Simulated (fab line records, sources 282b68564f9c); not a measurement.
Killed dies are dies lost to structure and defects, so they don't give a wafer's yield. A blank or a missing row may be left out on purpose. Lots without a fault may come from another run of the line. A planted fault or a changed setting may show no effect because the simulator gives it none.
Split-lot experiment | flow rit_cmos | 5 lots, 23 wafers read, on a route of 202 steps

THE SPLIT
At RIT_REOX_OXIDATION_03 (target thk 25.2 nm, ox time 5580 s), the setting temp_c was moved away from the recipe's 900 C on 15 of the 23 wafers read, by -2.5% to -2.2%. The other wafers ran this setting at the recipe's value.

The file shows no step between the split and the reading.

THE READING
REOX_OXIDE_THK, in nm, at RIT_REOX_THK_MEAS_04. Fault-free wafers of this fab line usually give 25.2 nm, standard deviation 0.48 nm.

wafer  | tool, chamber at the split | temp_c as run, C | against the recipe | REOX_OXIDE_THK, nm | against lot-mates on the recipe
L074.1 | -, -                       | 900              | recipe             | 24.8               | -
L074.2 | -, -                       | 900              | recipe             | 24.8               | -
L074.3 | -, -                       | 900              | recipe             | 24.6               | -
L074.4 | -, -                       | 900              | recipe             | 24.8               | -
L074.6 | -, -                       | 900              | recipe             | 25.0               | -
L077.1 | -, -                       | 880.5            | -2.2%              | 21.1               | no lot-mate on the recipe
L077.2 | -, -                       | 880.5            | -2.2%              | 21.1               | no lot-mate on the recipe
L077.3 | -, -                       | 880.5            | -2.2%              | 20.5               | no lot-mate on the recipe
L077.4 | -, -                       | 880.5            | -2.2%              | 20.9               | no lot-mate on the recipe
L077.6 | -, -                       | 880.5            | -2.2%              | 20.7               | no lot-mate on the recipe
L078.1 | -, -                       | 877.5            | -2.5%              | 19.6               | no lot-mate on the recipe
L078.2 | -, -                       | 877.5            | -2.5%              | 20.0               | no lot-mate on the recipe
L078.3 | -, -                       | 877.5            | -2.5%              | 19.9               | no lot-mate on the recipe
L078.4 | -, -                       | 877.5            | -2.5%              | 20.2               | no lot-mate on the recipe
L078.5 | -, -                       | 877.5            | -2.5%              | 19.8               | no lot-mate on the recipe
L079.2 | furnace-01, 0              | 900              | recipe             | 26.2               | -
L079.5 | furnace-01, 0              | 900              | recipe             | 26.0               | -
L079.6 | furnace-01, 0              | 900              | recipe             | 26.1               | -
L081.1 | -, -                       | 879.4            | -2.3%              | 20.2               | no lot-mate on the recipe
L081.2 | -, -                       | 879.4            | -2.3%              | 20.0               | no lot-mate on the recipe
L081.3 | -, -                       | 879.4            | -2.3%              | 19.4               | no lot-mate on the recipe
L081.4 | -, -                       | 879.4            | -2.3%              | 19.8               | no lot-mate on the recipe
L081.5 | -, -                       | 879.4            | -2.3%              | 19.8               | no lot-mate on the recipe

THE FIT
A straight line over all 23 wafers: REOX_OXIDE_THK changes by +2.2 nm for each +1% of temp_c; r = +0.98; the points scatter about the line by 0.52 nm.
Too few moved wafers have a lot-mate on the recipe to fit a line with each lot's own level taken away.

THE WHOLE CHAIN: every reading that the file lists as answering this split, in the file's order
step                  | what it does                       | reading                                                                           | change (the file's fit)              | r (the file's)
RIT_REOX_OXIDATION_03 | target thk 25.2 nm, ox time 5580 s | SiO2_of_REOX_OXIDATION_03.thk_nm (the simulator's own value, which no gauge read) | +2.19 nm for each +1% of the setting | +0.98
RIT_REOX_THK_MEAS_04  |                                    | REOX_OXIDE_THK                                                                    | +2.19 for each +1% of the setting    | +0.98
RIT_SPACER_CLEAN_00   | cleans in SC1, time 600 s          | SiO2_of_REOX_OXIDATION_03.thk_nm (the simulator's own value, which no gauge read) | +2.02 nm for each +1% of the setting | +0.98
RIT_M1_PROBE_99       |                                    | etest.pldd.rs_ohm_sq (the simulator's own value, which no gauge read)             | +73.1 for each +1% of the setting    | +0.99
RIT_M1_PROBE_99       |                                    | etest.pldd.line_ohm_um (the simulator's own value, which no gauge read)           | +23.5 for each +1% of the setting    | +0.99

THE FILE'S OWN FIT
REOX_OXIDE_THK changes by +2.19 nm for each +1% of temp_c, r = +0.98.
